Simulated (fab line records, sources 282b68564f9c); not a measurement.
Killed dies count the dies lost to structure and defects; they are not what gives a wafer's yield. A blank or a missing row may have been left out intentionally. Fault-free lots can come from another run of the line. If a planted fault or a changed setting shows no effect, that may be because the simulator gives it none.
Struck lot and sound lot, side by side :: flow ritCmos :: 14 out of 202 route steps
Sound: wafers L977.4, L977.5, L977.6. The struck wafers were L989.1, L989.4, L989.6. The cause comes at the end.
Order at every step that has rows: each side's tool, ch and its chambers, its first start. Under that, the readings that differ: sound wafers :: struck wafers :: difference of the means :: sigmas: that difference in standard deviations of wafers without a fault.
alike: same words and numbers on both sides, and readings whose means sit less than 2 such deviations apart. not compared: any withheld reading, any reading some wafer has no value for, any bound like >300 that may hide the same value, and any number with overlapping values for which the record gives no deviation.
The two part at a step that has a row with sigmas, a row that says differs or no value, or rows on one side only. Non-overlapping numbers with no deviation appear without sigmas and do not part them. A reading missing from all wafers of one side parts the sides only when that side holds two or more wafers.

first, 1 step without rows for these wafers: RIT_NRETRO_IMPLANT_08.
RIT_NRETRO_STRIP_09: strips in O2, time 180 s.
  sound on plasmaAsher-02 ch 0,1, day 2 21:16; struck on plasmaAsher-02 ch 0,1, day 5 11:01
  alike: chamberPressureMTorr, drypumpMotorCurrentA
  not compared: rfHoursCounterH
RIT_NRETRO_TW_MEAS_10:
  sound on filmMetro-02 at day 2 21:25; struck on filmMetro-03 at day 5 11:11
  alike: NRETRO_TW
then, 6 steps without rows for these wafers: RIT_PRETRO_HMDS_00 (prime time 60 s); RIT_PRETRO_COAT_01 (resist thk 1300 nm); RIT_PRETRO_SOFTBAKE_02 (time 60 s); RIT_PRETRO_EXPOSE_03 (exposes mask M5, target cd 43700 nm); RIT_PRETRO_PEB_04; RIT_PRETRO_DEVELOP_05 (develop time 65.46 s).
RIT_PRETRO_OVL_MEAS_06:
  sound on overlay-01 at day 2 22:21; struck on overlay-02 at day 5 12:08
  alike: PRETRO_OVL
then, 2 steps without rows for these wafers: RIT_PRETRO_HARDBAKE_07 (time 120 s); RIT_PRETRO_IMPLANT_08.
RIT_PRETRO_STRIP_09: strips in O2, time 180 s.
  sound on plasmaAsher-02 ch 0,1, day 2 22:49; struck on plasmaAsher-02 ch 0,1, day 5 12:34
  no value came back on the struck wafers for chamberPressureMTorr (mTorr), drypumpMotorCurrentA (A); on the sound wafers chamberPressureMTorr (mTorr) reads 3999 4003 3999
reading: model.NOVOLAK_of_PRETRO_COAT_01.thkNm (nm)
sound: 0 0 0
struck: 1138 1134 1137
difference: +1136
sigmas: 
  not compared: rfHoursCounterH
RIT_PRETRO_TW_MEAS_10:
  sound on filmMetro-03 at day 2 22:58; struck on filmMetro-04 at day 5 12:44
reading: PRETRO_TW
sound: 468.6 468.4 467.9
struck: 475.9 476.7 475.7
difference: +7.8
sigmas: +3

WHERE THEY PART
Last at RIT_PRETRO_TW_MEAS_10 as far as this record goes, first at RIT_PRETRO_STRIP_09.

WHY: the cause the simulator had injected
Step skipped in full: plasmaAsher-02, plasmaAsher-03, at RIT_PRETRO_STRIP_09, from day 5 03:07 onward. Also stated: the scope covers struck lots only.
